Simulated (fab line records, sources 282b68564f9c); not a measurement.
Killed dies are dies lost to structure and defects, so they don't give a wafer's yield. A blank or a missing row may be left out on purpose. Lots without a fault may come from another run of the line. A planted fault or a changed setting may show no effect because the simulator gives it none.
Which tool did it? | flow rit_cmos | 13 lots, 39 wafers sampled, at 2 steps of a route of 202

WHAT THE GAUGES READ, wafer by wafer
RIT_GATE_THK_MEAS_09.
lot  | measured    | on            | GATE_POLY_THK (nm)
L300 | day 2 11:23 | film_metro-02 | 236.5 238.4 239.9
L302 | day 2 21:23 | film_metro-02 | 241.9 242.4 240.4
L303 | day 3 02:47 | film_metro-02 | 241.3 239.8 240.3
L304 | day 3 06:58 | film_metro-01 | 240.4 241.8 241.8
L305 | day 3 12:01 | film_metro-01 | 241.6 243.1 244.5
L308 | day 4 03:11 | film_metro-03 | 235.7 238.3 235.7
L311 | day 4 18:37 | film_metro-02 | 227.3 227.6 227.0 227.4 227.5 227.2
L315 | day 5 14:12 | film_metro-03 | 237.4 237.2 237.3
L316 | day 5 20:10 | film_metro-03 | 238.7 241.2 238.8
L317 | day 6 02:20 | film_metro-01 | 242.3 242.8 244.1
L320 | day 6 15:35 | film_metro-01 | 238.6 238.6 238.2
L321 | day 6 21:19 | film_metro-02 | 242.6 244.8 241.3
L323 | day 7 11:13 | film_metro-02 | 245.3 243.4 245.2

WHICH TOOL RAN EACH LOT (tool, then ch and the chambers of the sampled wafers, then the start)
lot  | RIT_GATE_CVD_08
L300 | lpcvd-01 ch 0, day 2 09:46
L302 | lpcvd-01 ch 1, day 2 19:46
L303 | lpcvd-02 ch 1, day 3 01:10
L304 | lpcvd-01 ch 1, day 3 05:19
L305 | lpcvd-02 ch 0, day 3 10:24
L308 | lpcvd-01 ch 1, day 4 01:33
L311 | lpcvd-01 ch 0, day 4 16:59
L315 | lpcvd-02 ch 1, day 5 12:34
L316 | lpcvd-02 ch 0, day 5 18:32
L317 | lpcvd-02 ch 0, day 6 00:42
L320 | lpcvd-02 ch 0, day 6 13:58
L321 | lpcvd-02 ch 1, day 6 19:42
L323 | lpcvd-02 ch 0, day 7 09:35
- RIT_GATE_CVD_08: deposits poly-Si from SiH4, target thk 250 nm, time 2220 s.

WHAT THE TOOLS THEMSELVES READ (means of the sampled wafers that have a number; where no wafer has one, the mark that the record gives instead)
RIT_GATE_CVD_08.
lot  | tool     | zone_power_source_pct (%)
L300 | lpcvd-01 | 11.4
L302 | lpcvd-01 | 15.0
L303 | lpcvd-02 | 11.9
L304 | lpcvd-01 | 15.0
L305 | lpcvd-02 | 10.8
L308 | lpcvd-01 | 14.9
L311 | lpcvd-01 | 11.2
L315 | lpcvd-02 | 11.9
L316 | lpcvd-02 | 10.8
L317 | lpcvd-02 | 10.9
L320 | lpcvd-02 | 11.0
L321 | lpcvd-02 | 11.9
L323 | lpcvd-02 | 10.8

THE ANSWER, worked out from the rows above alone
Rule: what is usual is taken from the lots themselves. Put in order of their means at a reading, lots are off if they are a third of the lots or fewer, leave a main group of 4 or more, and stand apart from it by a gap of 3 or more times the standard deviation of the main group's means; of several such gaps the widest counts. A main group whose means are all the same, to the digits that the tables above print for the reading, isn't used. A lot without any number at a reading at which 4 lots or more have one is off too. The other lots that the step has rows for count as sound. The gauges are gone through in route order, then the tools' own readings, and for those a lot's mean is taken as printed above. The first step at which some lot is off is used, and at that step the reading that is off furthest; a lot without a number counts as furthest.
Off: L311, at RIT_GATE_THK_MEAS_09 (GATE_POLY_THK). The main group: mean 240.6 nm, standard deviation 2.5.
A tool fits if, at a process step before that reading, it ran every lot that is off, and no sound lot after the first of them. The gauges at RIT_GATE_THK_MEAS_09 are tried like those tools. One fits: lpcvd-01 at RIT_GATE_CVD_08. Its last sound lot is L308 (day 4 01:33), its first lot that is off L311 (day 4 16:59): a fault that began between those two fits.

WHAT THE SIMULATOR HAD PUT IN
Process parameter drift: lpcvd-01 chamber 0, from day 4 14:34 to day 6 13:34, at RIT_GATE_CVD_08. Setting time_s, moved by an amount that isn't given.
Lots struck among those shown: L311. The rule above found the same.
